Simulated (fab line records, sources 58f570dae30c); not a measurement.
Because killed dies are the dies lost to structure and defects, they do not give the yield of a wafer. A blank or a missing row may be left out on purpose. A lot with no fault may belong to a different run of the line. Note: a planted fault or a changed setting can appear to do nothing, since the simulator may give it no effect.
The tool behind it: which one? || flow berkeley_cmos170 || 14 lots, 42 wafers sampled, at 3 steps of a route of 331

== WHAT THE GAUGES READ, wafer by wafer ==
UCB170_NWELL_THK_MEAS_05. Usual: NWELL_NITRIDE_THK typically reads 224.3 nm, with standard deviation 2.1.
{"lot": "L201", "measured": "day 2 12:43", "on": "film_metro-02", "NWELL_NITRIDE_THK (nm)": "222.4 222.7 224.3", "flag": ""}
{"lot": "L202", "measured": "day 2 22:55", "on": "film_metro-04", "NWELL_NITRIDE_THK (nm)": "221.6 223.0 222.7", "flag": ""}
{"lot": "L203", "measured": "day 3 05:59", "on": "film_metro-02", "NWELL_NITRIDE_THK (nm)": "222.3 221.9 222.5", "flag": ""}
{"lot": "L204", "measured": "day 3 10:59", "on": "film_metro-04", "NWELL_NITRIDE_THK (nm)": "225.4 224.4 223.1", "flag": ""}
{"lot": "L206", "measured": "day 3 22:38", "on": "film_metro-04", "NWELL_NITRIDE_THK (nm)": "222.9 221.6 222.1", "flag": ""}
{"lot": "L208", "measured": "day 4 01:20", "on": "film_metro-03", "NWELL_NITRIDE_THK (nm)": "225.8 224.5 225.1", "flag": ""}
{"lot": "L211", "measured": "day 4 19:29", "on": "film_metro-03", "NWELL_NITRIDE_THK (nm)": "221.0 221.4 223.1", "flag": ""}
{"lot": "L213", "measured": "day 5 07:44", "on": "film_metro-02", "NWELL_NITRIDE_THK (nm)": "225.3 225.3 225.4", "flag": ""}
{"lot": "L215", "measured": "day 5 07:44", "on": "film_metro-04", "NWELL_NITRIDE_THK (nm)": "226.2 226.8 226.1", "flag": ""}
{"lot": "L216", "measured": "day 6 00:59", "on": "film_metro-03", "NWELL_NITRIDE_THK (nm)": "223.5 223.5 224.4", "flag": ""}
{"lot": "L218", "measured": "day 6 01:00", "on": "film_metro-04", "NWELL_NITRIDE_THK (nm)": "221.3 220.1 219.5", "flag": ""}
{"lot": "L220", "measured": "day 6 12:33", "on": "film_metro-03", "NWELL_NITRIDE_THK (nm)": "224.9 223.6 223.0", "flag": ""}
{"lot": "L221", "measured": "day 6 20:23", "on": "film_metro-04", "NWELL_NITRIDE_THK (nm)": "225.0 226.7 226.1", "flag": ""}
{"lot": "L222", "measured": "day 7 03:11", "on": "film_metro-04", "NWELL_NITRIDE_THK (nm)": "225.4 226.2 225.7", "flag": ""}

UCB170_NWELL_OVL_MEAS_12. Usual: NWELL_OVL typically reads 0 nm, with standard deviation 6.4.
{"lot": "L201", "measured": "day 2 13:37", "on": "overlay-01", "NWELL_OVL (nm)": "3 4 10", "flag": ""}
{"lot": "L202", "measured": "day 2 23:57", "on": "overlay-02", "NWELL_OVL (nm)": "-6 -10 -3", "flag": ""}
{"lot": "L203", "measured": "day 3 07:08", "on": "overlay-01", "NWELL_OVL (nm)": "2 0 10", "flag": ""}
{"lot": "L204", "measured": "day 3 12:13", "on": "overlay-01", "NWELL_OVL (nm)": "-9 -5 -5", "flag": ""}
{"lot": "L206", "measured": "day 4 00:41", "on": "overlay-01", "NWELL_OVL (nm)": "-8 -7 -7", "flag": ""}
{"lot": "L208", "measured": "day 4 03:35", "on": "overlay-01", "NWELL_OVL (nm)": "11 -2 1", "flag": ""}
{"lot": "L211", "measured": "day 4 20:23", "on": "overlay-02", "NWELL_OVL (nm)": "11 4 2", "flag": ""}
{"lot": "L213", "measured": "day 5 09:23", "on": "overlay-01", "NWELL_OVL (nm)": "-6 -7 -9", "flag": ""}
{"lot": "L215", "measured": "day 5 09:07", "on": "overlay-01", "NWELL_OVL (nm)": "4 2 11", "flag": ""}
{"lot": "L216", "measured": "day 6 02:26", "on": "overlay-02", "NWELL_OVL (nm)": "-2 -7 -5", "flag": ""}
{"lot": "L218", "measured": "day 6 02:39", "on": "overlay-01", "NWELL_OVL (nm)": "4 3 1", "flag": ""}
{"lot": "L220", "measured": "day 6 14:35", "on": "overlay-01", "NWELL_OVL (nm)": "-8 -1 -5", "flag": ""}
{"lot": "L221", "measured": "day 6 21:31", "on": "overlay-01", "NWELL_OVL (nm)": "3 -5 -7", "flag": ""}
{"lot": "L222", "measured": "day 7 04:13", "on": "overlay-01", "NWELL_OVL (nm)": "15 8 1", "flag": ""}

== WHICH TOOL RAN EACH LOT (tool, then ch and the chambers of the sampled wafers, then the start) ==
{"lot": "L201", "UCB170_ZERO_ETCH_06": "rie_diel-01 ch 0,3, day 1 23:32"}
{"lot": "L202", "UCB170_ZERO_ETCH_06": "rie_diel-04 ch 0,1,2, day 2 09:01"}
{"lot": "L203", "UCB170_ZERO_ETCH_06": "rie_diel-02 ch 0,1, day 2 15:34"}
{"lot": "L204", "UCB170_ZERO_ETCH_06": "rie_diel-01 ch 0,2,3, day 2 18:50"}
{"lot": "L206", "UCB170_ZERO_ETCH_06": "rie_diel-04 ch 0,2,3, day 3 06:51"}
{"lot": "L208", "UCB170_ZERO_ETCH_06": "rie_diel-04 ch 0,1, day 3 10:36"}
{"lot": "L211", "UCB170_ZERO_ETCH_06": "rie_diel-02 ch 1,2,3, day 4 05:16"}
{"lot": "L213", "UCB170_ZERO_ETCH_06": "rie_diel-02 ch 0,3, day 4 17:02"}
{"lot": "L215", "UCB170_ZERO_ETCH_06": "rie_diel-01 ch 0,1,3, day 4 21:46"}
{"lot": "L216", "UCB170_ZERO_ETCH_06": "rie_diel-01 ch 2,3, day 5 09:07"}
{"lot": "L218", "UCB170_ZERO_ETCH_06": "rie_diel-02 ch 0,2,3, day 5 14:05"}
{"lot": "L220", "UCB170_ZERO_ETCH_06": "rie_diel-01 ch 0,1,3, day 6 02:28"}
{"lot": "L221", "UCB170_ZERO_ETCH_06": "rie_diel-04 ch 0,1,2, day 6 09:11"}
{"lot": "L222", "UCB170_ZERO_ETCH_06": "rie_diel-04 ch 0,3, day 6 14:34"}
- UCB170_ZERO_ETCH_06: etches SiO2 in CHF3/CF4/Ar, time 12 s.

== WHAT THE TOOLS THEMSELVES READ (means of the sampled wafers that have a number; where no wafer has one, the mark that the record gives instead) ==
UCB170_ZERO_ETCH_06. Usual: cf4_flow_sccm 10.001 sccm, standard deviation 0.028; drypump_motor_current_A 5.8 A, standard deviation 0.31; oes_product_au 0.608 a.u., standard deviation 0.011; throttle_valve_pct 9.30 %, standard deviation 0.15.
{"lot": "L201", "tool": "rie_diel-01", "cf4_flow_sccm (sccm)": 9.982, "drypump_motor_current_A (A)": 6.4, "oes_product_au (a.u.)": 0.607, "throttle_valve_pct (%)": 9.40, "flag": ""}
{"lot": "L202", "tool": "rie_diel-04", "cf4_flow_sccm (sccm)": 9.985, "drypump_motor_current_A (A)": 5.8, "oes_product_au (a.u.)": 0.609, "throttle_valve_pct (%)": 9.25, "flag": ""}
{"lot": "L203", "tool": "rie_diel-02", "cf4_flow_sccm (sccm)": 9.999, "drypump_motor_current_A (A)": 5.9, "oes_product_au (a.u.)": 0.598, "throttle_valve_pct (%)": 9.37, "flag": ""}
{"lot": "L204", "tool": "rie_diel-01", "cf4_flow_sccm (sccm)": 9.981, "drypump_motor_current_A (A)": 6.0, "oes_product_au (a.u.)": 0.608, "throttle_valve_pct (%)": 9.31, "flag": ""}
{"lot": "L206", "tool": "rie_diel-04", "cf4_flow_sccm (sccm)": 10.015, "drypump_motor_current_A (A)": 5.8, "oes_product_au (a.u.)": 0.605, "throttle_valve_pct (%)": 9.37, "flag": ""}
{"lot": "L208", "tool": "rie_diel-04", "cf4_flow_sccm (sccm)": 10.021, "drypump_motor_current_A (A)": 5.9, "oes_product_au (a.u.)": 0.604, "throttle_valve_pct (%)": 9.32, "flag": ""}
{"lot": "L211", "tool": "rie_diel-02", "cf4_flow_sccm (sccm)": 10.006, "drypump_motor_current_A (A)": 5.6, "oes_product_au (a.u.)": 0.616, "throttle_valve_pct (%)": 9.29, "flag": ""}
{"lot": "L213", "tool": "rie_diel-02", "cf4_flow_sccm (sccm)": 10.012, "drypump_motor_current_A (A)": 5.7, "oes_product_au (a.u.)": 0.604, "throttle_valve_pct (%)": 9.40, "flag": ""}
{"lot": "L215", "tool": "rie_diel-01", "cf4_flow_sccm (sccm)": 9.998, "drypump_motor_current_A (A)": 5.9, "oes_product_au (a.u.)": 0.616, "throttle_valve_pct (%)": 9.26, "flag": ""}
{"lot": "L216", "tool": "rie_diel-01", "cf4_flow_sccm (sccm)": 10.041, "drypump_motor_current_A (A)": 6.1, "oes_product_au (a.u.)": 0.609, "throttle_valve_pct (%)": 9.26, "flag": ""}
{"lot": "L218", "tool": "rie_diel-02", "cf4_flow_sccm (sccm)": 9.988, "drypump_motor_current_A (A)": 5.6, "oes_product_au (a.u.)": 0.609, "throttle_valve_pct (%)": 9.35, "flag": ""}
{"lot": "L220", "tool": "rie_diel-01", "cf4_flow_sccm (sccm)": 10.024, "drypump_motor_current_A (A)": 6.0, "oes_product_au (a.u.)": 0.618, "throttle_valve_pct (%)": 9.27, "flag": ""}
{"lot": "L221", "tool": "rie_diel-04", "cf4_flow_sccm (sccm)": 10.005, "drypump_motor_current_A (A)": 5.9, "oes_product_au (a.u.)": 0.610, "throttle_valve_pct (%)": 9.25, "flag": ""}
{"lot": "L222", "tool": "rie_diel-04", "cf4_flow_sccm (sccm)": 9.999, "drypump_motor_current_A (A)": 5.9, "oes_product_au (a.u.)": 0.605, "throttle_valve_pct (%)": 9.42, "flag": ""}

== THE ANSWER, worked out from the rows above alone ==
Rule: take the mean of a lot's wafers that have a number; if it is more than 3 standard deviations from the usual mean, the lot is off. Also off: a lot with no number at a reading for which 4 or more lots have one. Any other lot the step has rows for is counted as sound. The gauges are gone through in route order, then the tools' own readings, and for those a lot's mean is taken as printed above. At the first step where some lot is off, the reading lying furthest off is the one used; lots without a number count as furthest.
No lot is off on any of the readings shown, so nothing can be concluded from this.

== WHAT THE SIMULATOR PUT IN ==
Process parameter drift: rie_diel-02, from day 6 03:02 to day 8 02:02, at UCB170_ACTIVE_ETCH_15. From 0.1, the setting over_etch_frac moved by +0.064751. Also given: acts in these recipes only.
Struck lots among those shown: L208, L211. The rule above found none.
